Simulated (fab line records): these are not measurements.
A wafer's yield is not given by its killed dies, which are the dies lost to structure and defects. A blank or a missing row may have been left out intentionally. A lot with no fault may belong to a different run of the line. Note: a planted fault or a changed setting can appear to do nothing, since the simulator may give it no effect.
fab line records ; flow berkeley_cmos170
record: lots: 6; wafers: 18; last_day: 12
route steps=331 shown SDANNEAL@205 PSD@206 NSD@207 PLDD@208 NLDD@209 SILICIDE@210 CONTACT@216
lots untouched by any fault: they come from a run of this same line in which no faults occurred
start_h: start of the lot's first displayed wafer, in hours after the record's first day ; wait_h: how many hours have passed since the lot's step before this one ; " unchanged from the row above ; L1.1+2: several wafers, shown together as one row ; - no value present, or no start provided ; * or withheld: withheld ; < > ~ a bound
route shown NAME@n: NAME is a module with steps in the file, n the number in the route of the first one ; usual: average and standard deviation across the fault-free wafers ; same: alike in all rows ; chamber/n: place in a boat ; sites: readings site by site ; _std_site: how widely they spread, as a standard deviation ; _edge_site: mean of outer sites minus mean of inner sites ; radius_mm: how far each site lies from the wafer's centre ; mask NAME#n: copy n ; behind: the most recent tool/chamber to have shaped the wafer ; hold: cause of the lot's hold/its duration in hours/its outcome ; device: whichever transistor did not switch (one of n, p or np) ; end of line: tests run on the same wafers once the route is complete ; a step given without rows: its recipe and nothing more ; killed: count of dies lost to structure and defects at first sort (not the wafer's yield) ; map: dies across one wafer; x = killed, . = not, _ = none there
set.NAME: the setting the step ran with; set.NAME@STEP: the setting that earlier step ran with ; model.NAME: the simulator's own value behind a step, which no gauge read
lots at selected steps of the route; one table per step, one row per wafer
services: a tool's chamber out of use, with start hour (start_h, from the record's first day; less than 0 if before it), hours out, and reason
== steps ==
step: UCB170_SDANNEAL_RTA_01
recipe: temp_c: 1050; time_s: 5; ambient: N2
usual: lamp_power_pct: 36.2/0.76; wafer_temp_C_max: 1054.4/1.7
lot.wafer;tool;chamber;start_h;wait_h;lamp_power_pct;wafer_temp_C_max
L908.2;rtp_anneal-02;0;170.76;0.1;35.7;1055.8
L908.3;rtp_anneal-02;0;170.76;0.1;35.6;1055.2
L908.4;rtp_anneal-02;0;170.76;0.1;35.6;1054.5
L920.1;rtp_anneal-01;0;235.52;0.1;37.2;1052.8
L920.4;rtp_anneal-01;0;235.52;0.1;37.2;1052.6
L920.5;rtp_anneal-01;0;235.52;0.1;37.2;1052.5
L923.3;rtp_anneal-01;0;236.44;0.1;37.2;1053.1
L923.4;rtp_anneal-01;0;236.44;0.1;37.2;1053.4
L923.6;rtp_anneal-01;0;236.44;0.1;37.2;1055.7
L922.1;rtp_anneal-02;0;236.85;0.1;35.6;1054.8
L922.2;rtp_anneal-02;0;236.85;0.1;35.7;1053.7
L922.4;rtp_anneal-02;0;236.85;0.1;35.6;1053.1
L929.3;rtp_anneal-01;0;263.21;0.1;37.3;1053.6
L929.5;rtp_anneal-01;0;263.21;0.1;37.1;1052.2
L929.6;rtp_anneal-01;0;263.21;0.1;37.2;1052.1
L930.1;rtp_anneal-02;0;265.49;0.1;35.6;1053.2
L930.2;rtp_anneal-02;0;265.49;0.1;35.6;1055.7
L930.5;rtp_anneal-02;0;265.49;0.1;35.6;1056.3
step: UCB170_SDANNEAL_RS_MEAS_02
recipe: thk_meas_gauge: four-point-probe
usual: PSD_RS: 75.5/0.3
lot.wafer;tool;chamber;start_h;wait_h;PSD_RS[ohm/sq]
L908.2;film_metro-01;-;170.83;0.1;75.6
L908.3;film_metro-01;-;170.83;0.1;75.5
L908.4;film_metro-01;-;170.83;0.1;76.0
L920.1;film_metro-02;-;235.58;0.0;75.4
L920.4;film_metro-02;-;235.58;0.0;75.8
L920.5;film_metro-02;-;235.58;0.0;75.8
L923.3;film_metro-02;-;236.52;0.1;75.5
L923.4;film_metro-02;-;236.52;0.1;75.6
L923.6;film_metro-02;-;236.52;0.1;76.0
L922.1;film_metro-01;-;236.90;0.0;75.5
L922.2;film_metro-01;-;236.90;0.0;75.8
L922.4;film_metro-01;-;236.90;0.0;75.3
L929.3;film_metro-01;-;263.29;0.1;75.2
L929.5;film_metro-01;-;263.29;0.1;75.4
L929.6;film_metro-01;-;263.29;0.1;75.8
L930.1;film_metro-02;-;265.65;0.1;75.0
L930.2;film_metro-02;-;265.65;0.1;75.0
L930.5;film_metro-02;-;265.65;0.1;75.1
step: UCB170_SDANNEAL_RS_MEAS_03
recipe: thk_meas_gauge: four-point-probe
usual: NSD_RS: 37.26/0.077
lot.wafer;tool;chamber;start_h;wait_h;NSD_RS[ohm/sq]
L908.2;film_metro-01;-;170.95;0.1;37.26
L908.3;film_metro-01;-;170.95;0.1;37.31
L908.4;film_metro-01;-;170.95;0.1;37.27
L920.1;film_metro-02;-;235.70;0.1;37.21
L920.4;film_metro-02;-;235.70;0.1;37.22
L920.5;film_metro-02;-;235.70;0.1;37.23
L923.3;film_metro-02;-;236.64;0.1;37.17
L923.4;film_metro-02;-;236.64;0.1;37.31
L923.6;film_metro-02;-;236.64;0.1;37.22
L922.1;film_metro-01;-;237.02;0.1;37.39
L922.2;film_metro-01;-;237.02;0.1;37.32
L922.4;film_metro-01;-;237.02;0.1;37.45
L929.3;film_metro-01;-;263.41;0.1;37.25
L929.5;film_metro-01;-;263.41;0.1;37.11
L929.6;film_metro-01;-;263.41;0.1;37.31
L930.1;film_metro-02;-;265.77;0.1;37.13
L930.2;film_metro-02;-;265.77;0.1;37.27
L930.5;film_metro-02;-;265.77;0.1;37.15
step: UCB170_SDANNEAL_RS_MEAS_04
recipe: thk_meas_gauge: four-point-probe
usual: PLDD_RS: 1032/3.2
lot.wafer;tool;chamber;start_h;wait_h;PLDD_RS[ohm/sq]
L908.2;film_metro-01;-;171.07;0.1;1031
L908.3;film_metro-01;-;171.07;0.1;1031
L908.4;film_metro-01;-;171.07;0.1;1027
L920.1;film_metro-02;-;235.82;0.1;1035
L920.4;film_metro-02;-;235.82;0.1;1037
L920.5;film_metro-02;-;235.82;0.1;1033
L923.3;film_metro-02;-;236.76;0.1;1036
L923.4;film_metro-02;-;236.76;0.1;1033
L923.6;film_metro-02;-;236.76;0.1;1032
L922.1;film_metro-01;-;237.14;0.1;1033
L922.2;film_metro-01;-;237.14;0.1;1032
L922.4;film_metro-01;-;237.14;0.1;1034
L929.3;film_metro-01;-;263.53;0.1;1033
L929.5;film_metro-01;-;263.53;0.1;1035
L929.6;film_metro-01;-;263.53;0.1;1034
L930.1;film_metro-02;-;265.89;0.1;1034
L930.2;film_metro-02;-;265.89;0.1;1031
L930.5;film_metro-02;-;265.89;0.1;1031
step: UCB170_SDANNEAL_RS_MEAS_05
recipe: thk_meas_gauge: four-point-probe
usual: NLDD_RS: 616.3/1.3
lot.wafer;tool;chamber;start_h;wait_h;NLDD_RS[ohm/sq]
L908.2;film_metro-01;-;171.19;0.1;615.7
L908.3;film_metro-01;-;171.19;0.1;615.3
L908.4;film_metro-01;-;171.19;0.1;614.6
L920.1;film_metro-02;-;235.94;0.1;617.4
L920.4;film_metro-02;-;235.94;0.1;616.5
L920.5;film_metro-02;-;235.94;0.1;616.9
L923.3;film_metro-02;-;236.88;0.1;618.3
L923.4;film_metro-02;-;236.88;0.1;616.7
L923.6;film_metro-02;-;236.88;0.1;617.1
L922.1;film_metro-01;-;237.26;0.1;615.4
L922.2;film_metro-01;-;237.26;0.1;615.7
L922.4;film_metro-01;-;237.26;0.1;615.2
L929.3;film_metro-01;-;263.65;0.1;616.7
L929.5;film_metro-01;-;263.65;0.1;615.7
L929.6;film_metro-01;-;263.65;0.1;616.3
L930.1;film_metro-02;-;266.01;0.1;616.3
L930.2;film_metro-02;-;266.01;0.1;617.6
L930.5;film_metro-02;-;266.01;0.1;616.8
step: UCB170_SILICIDE_PRE_CLEAN_00
recipe: gas: Ar; preclean_etch_time_s: 60
step: UCB170_SILICIDE_SPUTTER_01
recipe: material: Ti; target_thk_nm: 30; time_s: 25; power_w: 1500; chamber_pressure_pa: 0.5
step: UCB170_SILICIDE_RS_MEAS_02
recipe: thk_meas_gauge: four-point-probe; reads: Ti_of_SILICIDE_SPUTTER_01
usual: SILICIDE_TI_RS: 26.2/0.37
lot.wafer;tool;chamber;start_h;wait_h;SILICIDE_TI_RS[ohm/sq]
L908.2;film_metro-01;-;171.41;0.0;26.4
L908.3;film_metro-01;-;171.41;0.0;26.1
L908.4;film_metro-01;-;171.41;0.0;26.1
L920.1;film_metro-03;-;236.15;0.0;26.0
L920.4;film_metro-03;-;236.15;0.0;26.0
L920.5;film_metro-03;-;236.15;0.0;26.1
L923.3;film_metro-03;-;237.09;0.1;26.2
L923.4;film_metro-03;-;237.09;0.1;26.1
L923.6;film_metro-03;-;237.09;0.1;26.2
L922.1;film_metro-03;-;237.48;0.0;25.9
L922.2;film_metro-03;-;237.48;0.0;26.2
L922.4;film_metro-03;-;237.48;0.0;25.8
L929.3;film_metro-04;-;263.87;0.1;25.7
L929.5;film_metro-04;-;263.87;0.1;25.8
L929.6;film_metro-04;-;263.87;0.1;25.8
L930.1;film_metro-03;-;266.22;0.0;25.8
L930.2;film_metro-03;-;266.22;0.0;26.3
L930.5;film_metro-03;-;266.22;0.0;25.9
step: UCB170_SILICIDE_THK_MEAS_03
recipe: thk_meas_gauge: xrf; reads: Ti_of_SILICIDE_SPUTTER_01
usual: SILICIDE_TI_THK: 30.3/0.37
lot.wafer;tool;chamber;start_h;wait_h;SILICIDE_TI_THK[nm]
L908.2;film_metro-01;-;171.52;0.1;29.9
L908.3;film_metro-01;-;171.52;0.1;30.3
L908.4;film_metro-01;-;171.52;0.1;30.2
L920.1;film_metro-03;-;236.27;0.1;30.6
L920.4;film_metro-03;-;236.27;0.1;30.4
L920.5;film_metro-03;-;236.27;0.1;30.2
L923.3;film_metro-03;-;237.19;0.1;30.3
L923.4;film_metro-03;-;237.19;0.1;30.4
L923.6;film_metro-03;-;237.19;0.1;30.2
L922.1;film_metro-03;-;237.60;0.1;30.7
L922.2;film_metro-03;-;237.60;0.1;30.4
L922.4;film_metro-03;-;237.60;0.1;30.7
L929.3;film_metro-04;-;263.97;0.1;30.8
L929.5;film_metro-04;-;263.97;0.1;30.5
L929.6;film_metro-04;-;263.97;0.1;30.7
L930.1;film_metro-03;-;266.34;0.1;30.9
L930.2;film_metro-03;-;266.34;0.1;30.3
L930.5;film_metro-03;-;266.34;0.1;30.6
step: UCB170_SILICIDE_RTA_04
recipe: temp_c: 650; time_s: 15; ambient: N2
usual: lamp_power_pct: 10.13/0.22; wafer_temp_C_max: 652.5/0.9
lot.wafer;tool;chamber;start_h;wait_h;lamp_power_pct;wafer_temp_C_max
L908.2;rtp_anneal-01;0;171.58;0.1;10.34;652.1
L908.3;rtp_anneal-01;0;171.58;0.1;10.33;651.6
L908.4;rtp_anneal-01;0;171.58;0.1;10.32;651.8
L920.1;rtp_anneal-02;0;236.33;0.1;9.88;654.1
L920.4;rtp_anneal-02;0;236.33;0.1;9.90;652.8
L920.5;rtp_anneal-02;0;236.33;0.1;9.89;653.3
L923.3;rtp_anneal-01;0;237.26;0.1;10.33;652.4
L923.4;rtp_anneal-01;0;237.26;0.1;10.32;652.2
L923.6;rtp_anneal-01;0;237.26;0.1;10.33;652.0
L922.1;rtp_anneal-02;0;237.66;0.1;9.89;652.6
L922.2;rtp_anneal-02;0;237.66;0.1;9.90;653.2
L922.4;rtp_anneal-02;0;237.66;0.1;9.90;653.4
L929.3;rtp_anneal-02;0;264.03;0.1;9.90;652.1
L929.5;rtp_anneal-02;0;264.03;0.1;9.91;653.2
L929.6;rtp_anneal-02;0;264.03;0.1;9.89;653.2
L930.1;rtp_anneal-02;0;266.40;0.1;9.89;653.8
L930.2;rtp_anneal-02;0;266.40;0.1;9.88;653.6
L930.5;rtp_anneal-02;0;266.40;0.1;9.89;654.1
step: UCB170_SILICIDE_WET_ETCH_05
recipe: chemistry: SPM; time_s: 45; temp_c: 120; target: Ti
step: UCB170_CONTACT_CLEAN_00
recipe: chemistry: SPM; temp_c: 120; time_s: 600
step: UCB170_CONTACT_CVD_01
recipe: material: PSG; target_thk_nm: 700; temp_c: 450; precursor: SiH4/O2/PH3; time_s: 2820; pressure_mtorr: 300; sih4_flow_sccm: 60; o2_flow_sccm: 90; ph3_flow_sccm: 25
usual: pressure_mtorr: 299.9/0.59
lot.wafer;tool;chamber;start_h;wait_h;pressure_mtorr;model.PSG_of_CONTACT_CVD_01.thk_nm
L908.2;lpcvd-02;1;171.84;0.0;299.3;695.6
L908.3;lpcvd-02;1;171.84;0.0;299.9;693.8
L908.4;lpcvd-02;1;171.84;0.0;299.3;688.8
L920.1;lpcvd-01;1;236.60;0.0;300.6;705.2
L920.4;lpcvd-01;1;236.60;0.0;300.2;707.2
L920.5;lpcvd-01;1;236.60;0.0;300.0;707.2
L923.3;lpcvd-02;0;237.50;0.0;450.2;865.7
L923.4;lpcvd-02;0;237.50;0.0;449.5;868.2
L923.6;lpcvd-02;0;237.50;0.0;449.7;868.4
L922.1;lpcvd-02;0;239.29;1.4;449.7;862.4
L922.2;lpcvd-02;0;239.29;1.4;450.2;856.1
L922.4;lpcvd-02;0;239.29;1.4;448.7;860.1
L929.3;lpcvd-01;0;265.35;1.1;300.6;690.8
L929.5;lpcvd-01;0;265.35;1.1;300.5;695.2
L929.6;lpcvd-01;0;265.35;1.1;300.9;696.7
L930.1;lpcvd-01;1;267.14;0.1;299.8;705.3
L930.2;lpcvd-01;1;267.14;0.1;299.6;707.7
L930.5;lpcvd-01;1;267.14;0.1;300.3;703.6
step: UCB170_CONTACT_THK_MEAS_02
recipe: reads: PSG_of_CONTACT_CVD_01
usual: CONTACT_PSG_THK: 698/6.4
lot.wafer;tool;chamber;start_h;wait_h;hold;CONTACT_PSG_THK[nm]
L908.2;film_metro-02;-;173.63;0.0;-;695
L908.3;film_metro-02;-;173.63;0.0;-;693
L908.4;film_metro-02;-;173.63;0.0;-;689
L920.1;film_metro-02;-;238.39;0.0;-;705
L920.4;film_metro-02;-;238.39;0.0;-;707
L920.5;film_metro-02;-;238.39;0.0;-;707
L923.3;film_metro-04;-;239.31;0.0;await_dispo/0.2h/release;865
L923.4;film_metro-04;-;239.31;0.0;await_dispo/0.2h/release;868
L923.6;film_metro-04;-;239.31;0.0;await_dispo/0.2h/release;868
L923.3;film_metro-04;-;239.53;0.2;-;866
L923.4;film_metro-04;-;239.53;0.2;-;868
L923.6;film_metro-04;-;239.53;0.2;-;868
L922.1;film_metro-02;-;241.07;0.0;await_dispo/0.2h/release;863
L922.2;film_metro-02;-;241.07;0.0;await_dispo/0.2h/release;856
L922.4;film_metro-02;-;241.07;0.0;await_dispo/0.2h/release;860
L922.1;film_metro-02;-;241.30;0.2;-;863
L922.2;film_metro-02;-;241.30;0.2;-;857
L922.4;film_metro-02;-;241.30;0.2;-;860
L929.3;film_metro-02;-;267.16;0.0;-;691
L929.5;film_metro-02;-;267.16;0.0;-;695
L929.6;film_metro-02;-;267.16;0.0;-;697
L930.1;film_metro-03;-;268.92;0.0;-;705
L930.2;film_metro-03;-;268.92;0.0;-;707
L930.5;film_metro-03;-;268.92;0.0;-;704
step: UCB170_CONTACT_COAT_04
recipe: resist: KrF; spin_rpm: 1500; resist_thk_nm: 900
step: UCB170_CONTACT_SOFTBAKE_05
recipe: resist: KrF; temp_c: 130; time_s: 60
step: UCB170_CONTACT_STRIP_06
recipe: chemistry: O2; power_w: 400; pressure_mtorr: 3500; platen_temp_c: withheld; o2_flow_sccm: 400; overash_fraction: 0.5
step: UCB170_CONTACT_CLEAN_07
recipe: chemistry: SPM; temp_c: 120; time_s: 600
step: UCB170_CONTACT_RTA_08
recipe: temp_c: 900; time_s: 10; ambient: N2
usual: lamp_power_pct: 23.5/0.51; wafer_temp_C_max: 903.4/1.1
lot.wafer;tool;chamber;start_h;wait_h;lamp_power_pct;wafer_temp_C_max
L908.2;rtp_anneal-02;0;174.42;0.0;23.1;904.3
L908.3;rtp_anneal-02;0;174.42;0.0;23.1;904.1
L908.4;rtp_anneal-02;0;174.42;0.0;23.1;904.5
L920.1;rtp_anneal-01;0;239.17;0.0;24.1;902.4
L920.4;rtp_anneal-01;0;239.17;0.0;24.1;902.2
L920.5;rtp_anneal-01;0;239.17;0.0;24.1;903.4
L922.1;rtp_anneal-01;0;245.51;0.0;24.1;903.0
L922.2;rtp_anneal-01;0;245.51;0.0;24.1;903.4
L922.4;rtp_anneal-01;0;245.51;0.0;24.1;902.5
L923.3;rtp_anneal-02;0;246.19;0.0;23.1;904.1
L923.4;rtp_anneal-02;0;246.19;0.0;23.1;904.5
L923.6;rtp_anneal-02;0;246.19;0.0;23.1;903.5
L929.3;rtp_anneal-02;0;267.95;0.0;23.1;904.1
L929.5;rtp_anneal-02;0;267.95;0.0;23.1;903.2
L929.6;rtp_anneal-02;0;267.95;0.0;23.1;904.1
L930.1;rtp_anneal-01;0;270.07;0.0;24.1;902.4
L930.2;rtp_anneal-01;0;270.07;0.0;24.1;901.5
L930.5;rtp_anneal-01;0;270.07;0.0;24.1;902.2
step: UCB170_CONTACT_COAT_09
recipe: resist: BARC; temp_c: withheld; time_s: withheld; spin_rpm: 3000; resist_thk_nm: withheld
step: UCB170_CONTACT_COAT_10
recipe: resist: KrF; spin_rpm: 1500; resist_thk_nm: 900
step: UCB170_CONTACT_SOFTBAKE_11
recipe: resist: KrF; temp_c: 130; time_s: 60
step: UCB170_CONTACT_EXPOSE_12
recipe: mask_id: CONT; target_cd_nm: 700; na: 0.5; sigma_outer: 0.6; source_shape: conventional; dose_mj: 35
step: UCB170_CONTACT_PEB_13
recipe: peb_temp_c: 130; peb_time_s: withheld; resist: KrF
step: UCB170_CONTACT_DEVELOP_14
recipe: developer: TMAH; develop_time_s: 45; resist: KrF; dev_temp_c: 21
step: UCB170_CONTACT_CD_MEAS_15
recipe: target_cd_nm: 700
usual: cd_nm: 699.8/1.3
lot.wafer;tool;chamber;start_h;wait_h;cd_nm
L908.2;cd_sem-02;-;175.46;-;698.9
L908.3;cd_sem-02;-;175.46;-;698.9
L908.4;cd_sem-02;-;175.46;-;697.2
L920.1;cd_sem-01;-;240.08;-;699.0
L920.4;cd_sem-01;-;240.08;-;698.0
L920.5;cd_sem-01;-;240.08;-;699.9
L922.1;cd_sem-02;-;246.55;-;701.5
L922.2;cd_sem-02;-;246.55;-;700.6
L922.4;cd_sem-02;-;246.55;-;700.4
L923.3;cd_sem-01;-;247.31;-;699.0
L923.4;cd_sem-01;-;247.31;-;698.9
L923.6;cd_sem-01;-;247.31;-;698.3
L929.3;cd_sem-02;-;269.00;-;699.1
L929.5;cd_sem-02;-;269.00;-;699.8
L929.6;cd_sem-02;-;269.00;-;699.2
L930.1;cd_sem-02;-;271.41;-;701.4
L930.2;cd_sem-02;-;271.41;-;699.7
L930.5;cd_sem-02;-;271.41;-;700.2
step: UCB170_CONTACT_OVL_MEAS_16
usual: CONTACT_OVL: -2/5
lot.wafer;tool;chamber;start_h;wait_h;CONTACT_OVL[nm]
L908.2;overlay-02;-;175.57;0.1;-2
L908.3;overlay-02;-;175.57;0.1;1
L908.4;overlay-02;-;175.57;0.1;-4
L920.1;overlay-02;-;240.20;0.1;-8
L920.4;overlay-02;-;240.20;0.1;-8
L920.5;overlay-02;-;240.20;0.1;-6
L922.1;overlay-02;-;246.67;0.1;-1
L922.2;overlay-02;-;246.67;0.1;-4
L922.4;overlay-02;-;246.67;0.1;8
L923.3;overlay-02;-;247.40;0.1;-3
L923.4;overlay-02;-;247.40;0.1;-3
L923.6;overlay-02;-;247.40;0.1;0
L929.3;overlay-01;-;269.09;0.1;-7
L929.5;overlay-01;-;269.09;0.1;-5
L929.6;overlay-01;-;269.09;0.1;-2
L930.1;overlay-02;-;271.53;0.1;-3
L930.2;overlay-02;-;271.53;0.1;-8
L930.5;overlay-02;-;271.53;0.1;-5
step: UCB170_CONTACT_ETCH_17
recipe: chemistry: N2/H2; target_depth_a: withheld; overetch_a: withheld; target: BARC; time_s: withheld; source_w: 500; bias_w: 100; pressure_mtorr: 30; n2_flow_sccm: 100; h2_flow_sccm: 200
usual: chamber_pressure_mTorr: 29.995/0.027; drypump_motor_current_A: 5.6/0.42; oes_product_au: 0.995/0.021; throttle_valve_pct: 13.39/0.15
lot.wafer;tool;chamber;start_h;wait_h;chamber_pressure_mTorr;drypump_motor_current_A;oes_product_au;throttle_valve_pct
L908.2;rie_diel-03;3;175.60;0.0;30.017;5.7;0.980;13.08
L908.3;rie_diel-03;1;175.60;0.0;30.016;5.8;0.976;13.50
L908.4;rie_diel-03;2;175.60;0.0;29.995;5.1;1.019;13.46
L920.1;rie_diel-03;0;240.24;0.0;29.960;5.0;1.013;13.26
L920.4;rie_diel-03;1;240.24;0.0;29.932;5.8;0.987;13.49
L920.5;rie_diel-03;3;240.24;0.0;30.004;5.7;0.976;13.08
L922.1;rie_diel-04;3;246.71;0.0;29.996;5.3;1.007;13.52
L922.2;rie_diel-04;2;246.71;0.0;30.015;5.9;0.973;13.69
L922.4;rie_diel-04;1;246.71;0.0;29.982;6.2;0.989;13.34
L923.3;rie_diel-04;3;247.43;0.0;30.011;5.3;1.008;13.52
L923.4;rie_diel-04;0;247.43;0.0;29.968;6.3;0.963;13.47
L923.6;rie_diel-04;0;247.43;0.0;30.003;6.3;0.965;13.48
L929.3;rie_diel-04;1;269.11;0.0;29.958;6.2;0.999;13.34
L929.5;rie_diel-04;0;269.11;0.0;29.977;6.2;0.962;13.47
L929.6;rie_diel-04;1;269.11;0.0;29.956;6.2;0.999;13.33
L930.1;rie_diel-01;3;271.56;0.0;30.000;6.2;1.030;13.26
L930.2;rie_diel-01;2;271.56;0.0;29.960;5.2;1.008;13.34
L930.5;rie_diel-01;1;271.56;0.0;29.969;5.3;1.018;13.36
step: UCB170_CONTACT_ETCH_18
recipe: chemistry: CHF3/CF4/Ar; target: PSG; stop_on: TiSi2; CHF3_flow_sccm: 45; cf4_flow_sccm: 15; Ar_flow_sccm: 150; pressure_mtorr: 200; rf_w: 700; target_depth_a: 8400; over_etch_frac: 0.2; time_s: 195
usual: CHF3_flow_sccm: 45.00/0.13; chamber_pressure_mTorr: 199.98/0.19; drypump_motor_current_A: 5.6/0.43; oes_product_au: 0.890/0.015; throttle_valve_pct: 6.98/0.078
lot.wafer;tool;chamber;start_h;wait_h;CHF3_flow_sccm;chamber_pressure_mTorr;drypump_motor_current_A;oes_product_au;rf_hours_counter_h;throttle_valve_pct;model.etch.depth_nm;model.CONTACT.feature_depth_nm
L908.2;rie_diel-03;3;-;-;45.08;199.93;5.7;0.883;55;6.83;695.6;695.6
L908.3;rie_diel-03;1;-;-;44.83;199.85;5.8;0.867;14;7.00;693.8;693.8
L908.4;rie_diel-03;2;-;-;44.90;200.06;5.1;0.896;120;7.03;688.8;688.8
L920.1;rie_diel-03;0;-;-;44.92;199.96;5.0;0.891;19;6.94;705.2;705.2
L920.4;rie_diel-03;1;-;-;44.79;200.11;5.8;0.877;-;6.99;707.2;707.2
L920.5;rie_diel-03;3;-;-;45.08;199.87;5.7;0.895;-;6.81;707.2;707.2
L922.1;rie_diel-04;3;-;-;45.02;199.86;5.3;0.995;114;7.10;854.6;854.6
L922.2;rie_diel-04;2;-;-;45.19;200.17;5.9;0.972;13;7.06;832.7;832.7
L922.4;rie_diel-04;1;-;-;45.02;199.99;6.2;1.009;14;6.91;833.2;833.2
L923.3;rie_diel-04;3;-;-;45.26;200.00;5.2;0.975;114;7.08;838.4;838.4
L923.4;rie_diel-04;0;-;-;45.07;199.52;6.3;0.963;24;7.01;824.3;824.3
L923.6;rie_diel-04;0;-;-;44.87;199.89;6.3;0.965;-;7.00;823.6;823.6
L929.3;rie_diel-04;1;-;-;44.87;199.74;6.2;0.904;15;6.92;690.8;690.8
L929.5;rie_diel-04;0;-;-;44.95;199.92;6.3;0.873;-;7.01;695.2;695.2
L929.6;rie_diel-04;1;-;-;45.07;200.01;6.2;0.908;-;6.91;696.7;696.7
L930.1;rie_diel-01;3;-;-;44.93;200.02;6.1;0.912;128;6.93;705.3;705.3
L930.2;rie_diel-01;2;-;-;44.85;199.86;5.2;0.889;66;6.93;707.7;707.7
L930.5;rie_diel-01;1;-;-;45.01;199.98;5.3;0.911;-;7.03;703.6;703.6
step: UCB170_CONTACT_STRIP_19
recipe: chemistry: O2; power_w: 400; pressure_mtorr: 3500; platen_temp_c: withheld; o2_flow_sccm: 400; overash_fraction: 0.5
usual: chamber_pressure_mTorr: 3500/3.2; drypump_motor_current_A: 5.55/0.28; oes_product_au: 0.725/0.0044
lot.wafer;tool;chamber;start_h;wait_h;chamber_pressure_mTorr;drypump_motor_current_A;oes_product_au;rf_hours_counter_h
L908.2;plasma_asher-04;0;175.76;-;3503;5.62;0.722;44
L908.3;plasma_asher-04;0;175.76;-;3494;5.60;0.720;-
L908.4;plasma_asher-04;1;175.76;-;3493;5.29;0.731;-
L920.1;plasma_asher-01;1;240.40;-;3499;5.98;0.722;13
L920.4;plasma_asher-01;1;240.40;-;3497;6.00;0.719;-
L920.5;plasma_asher-01;0;240.40;-;3500;6.04;0.732;-
L922.1;plasma_asher-03;1;246.88;-;3500;5.41;0.728;50
L922.2;plasma_asher-03;0;246.88;-;3502;5.27;0.722;50
L922.4;plasma_asher-03;0;246.88;-;3503;5.28;0.721;-
L923.3;plasma_asher-03;0;247.63;-;3498;5.28;0.727;-
L923.4;plasma_asher-03;1;247.63;-;3497;5.43;0.731;-
L923.6;plasma_asher-03;0;247.63;-;3498;5.28;0.721;-
L929.3;plasma_asher-03;1;269.31;-;3503;5.42;0.730;-
L929.5;plasma_asher-03;1;269.31;-;3507;5.44;0.715;-
L929.6;plasma_asher-03;0;269.31;-;3495;5.29;0.720;-
L930.1;plasma_asher-03;0;271.73;-;3501;5.32;0.727;54
L930.2;plasma_asher-03;1;271.73;-;3505;5.42;0.729;54
L930.5;plasma_asher-03;1;271.73;-;3499;5.41;0.725;-
== services ==
tool;chamber;start_h;hours;kind
rtp_anneal-01;-;151.43;8.4;pm
lpcvd-01;-;154.94;4.3;pm
rie_diel-03;3;158.50;6.4;repair
rie_diel-04;0;159.40;3.2;repair
rie_diel-01;-;177.25;1.1;repair
lpcvd-01;-;187.86;2.8;pm
plasma_asher-01;-;188.59;13.1;pm
rie_diel-04;2;191.99;2.7;repair
lpcvd-02;-;200.15;0.9;repair
rie_diel-01;1;202.67;4.7;repair
rie_diel-04;1;210.17;17.9;repair
rie_diel-01;3;230.81;1.5;repair
rie_diel-04;1;232.11;2.4;repair
rie_diel-03;2;233.31;20.6;repair
rie_diel-04;-;254.49;0.5;repair
rtp_anneal-02;-;256.20;5.2;pm
== key ==
first_sign: step: UCB170_CONTACT_CVD_01; reading: pressure_mtorr; direction: up; sigmas: 99+; usual: 299.9; struck: 449.7
effect: step: UCB170_CONTACT_THK_MEAS_02; reading: visit; direction: added
effect: step: UCB170_CONTACT_THK_MEAS_02; reading: CONTACT_PSG_THK; direction: up; sigmas: 26; usual: 698; struck: 863
effect: step: UCB170_CONTACT_ETCH_18; reading: oes_product_au; direction: up; sigmas: 6.1; usual: 0.890; struck: 0.980
model_effect: step: UCB170_CONTACT_CVD_01; value: PSG_of_CONTACT_CVD_01.thk_nm; without: 706.2; struck: 863.5
model_effect: step: UCB170_CONTACT_ETCH_18; value: etch.depth_nm; without: 706.2; struck: 834.4
met_at UCB170_CONTACT_CVD_01
struck_wafers L922.1,L922.2,L922.4,L923.3,L923.4,L923.6
later_rows_left_out L922.1,L922.2,L922.4,L923.3,L923.4,L923.6
sort_left_out L922.1,L922.2,L922.4,L923.3,L923.4,L923.6
tester_left_out L922,L923
fault: kind: process_parameter_drift; tool: lpcvd-02; chamber: 0; onset_h: 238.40; steps: UCB170_CONTACT_CVD_01; channel: pressure_mtorr; offset: 150; shape: step; end_h: 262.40; acts_in: these_recipes_only; stated: 300
tester_left_out: of these lots the tester's yield and bins aren't shown, on N5 and GAA mostly nor the transistor test; their killed dies are dies lost to structure and defects alone, not to doping, threshold or leakage, so they don't give the yield
sort_left_out: the simulated sort isn't trusted on such a fault, so these wafers' sort isn't shown, and their yield isn't known
later_rows_left_out: the simulator's readings of these wafers behind a module that went badly wrong aren't trusted and aren't shown, but for the sort
